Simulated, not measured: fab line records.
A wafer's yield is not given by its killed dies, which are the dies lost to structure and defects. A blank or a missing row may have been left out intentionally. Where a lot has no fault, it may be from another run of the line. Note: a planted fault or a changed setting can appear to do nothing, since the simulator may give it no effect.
Problem report, 8D (eight disciplines) form, completed by code :: flow rit-cmos :: the parts of the form that need people (team, actions taken, sign-off) are left out

== 1. WHAT IS WRONG ==
Wafers with no fault read 0.779 a.u. with a standard deviation of 0.016, whereas oes-product-au at RIT_M1_METAL_ETCH_12 reads a mean of 0.848 a.u. on 1 wafer of 1 lot. Relative to the usual mean, that is a shift of +4.3 standard deviations.
The step: etches Al in Cl2/BCl3, stops on SiO2, time 165 s, target depth 600 nm.
Seen first at day 5 08:13 on rie-metal-01, wafer L285.1. Wafers with a number at this step in the record: 15, from 5 lots. Rule for "out", or "out of limits": more than 4 standard deviations from the usual mean. The other wafers with a number count as sound.

== 2. WHAT IT IS AND WHAT IT IS NOT ==
question: which readings at this step
is: oes-product-au
is not: drypump-motor-current-A, he-backside-leak-sccm, throttle-valve-pct

question: which lots
is: L285
is not: L281, L283, L288, L294

question: which wafers of those lots
is: L285.1
is not: L285.2, L285.6

question: read on which tools
is: rie-metal-01
is not: rie-metal-02, rie-metal-03

question: when
is: from day 5 08:13
is not: up to then (8 sound wafers); but 6 sound wafers of L288, L294 came after

== 3. THE SUSPECTS, EACH WITH WHAT RULES IT OUT ==
Counting: any tool at a process step up to the reading remains a suspect provided it ran every lot that is out. Sound lots after the first of them don't rule it out here, since some wafers of a struck lot are sound.
- pvd-sputter-01 at RIT_M1_SPUTTER_00 (material Al, target thk 400 nm, time 500 s): kept. It ran the lot that is out, L285 (day 5 06:17).
- rie-metal-01 at RIT_M1_METAL_ETCH_12 (etches Al in Cl2/BCl3, stops on SiO2, time 165 s, target depth 600 nm): kept. L285, the lot that is out, went through it at day 5 08:13; up to then, the latest sound lot through it was L281 at day 4 14:30. On those wafers its own readings are out: oes-product-au.
- Within rie-metal-01 at RIT_M1_METAL_ETCH_12: the wafers that are out ran in chamber 1; their sound lot-mates ran in chamber 0.
Left after counting: pvd-sputter-01 at RIT_M1_SPUTTER_00, rie-metal-01 at RIT_M1_METAL_ETCH_12.

== 4. THE CAUSE (what the simulator had put in) ==
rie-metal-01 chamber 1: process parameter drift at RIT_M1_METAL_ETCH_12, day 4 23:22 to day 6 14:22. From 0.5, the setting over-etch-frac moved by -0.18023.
2 suspects survive the count, and this tool is in that group.

== 5. THE CHAIN OF EFFECTS, in route order ==
Each row: a reading where the mean over the struck wafers with a number is more than 3 standard deviations away from the usual. Only readings whose record carries a usual standard deviation are examined. hours: median over the lots of the time between each lot's start at the first step of this table that gives one and its start at this step. sigmas: the change, counted in usual standard deviations.
hours: 0
step: RIT_M1_METAL_ETCH_12
reading: oes-product-au
usual: 0.779 a.u.
on struck wafers: 0.848
change: +0.069
sigmas: +4.3
Its process steps:
- RIT_M1_METAL_ETCH_12: etches Al in Cl2/BCl3, stops on SiO2, time 165 s, target depth 600 nm.

== 6. WHAT WOULD HAVE CAUGHT IT SOONER ==
In this record no reading fell out of limits until day 5 08:13, 9 hours after the fault had begun at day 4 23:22.
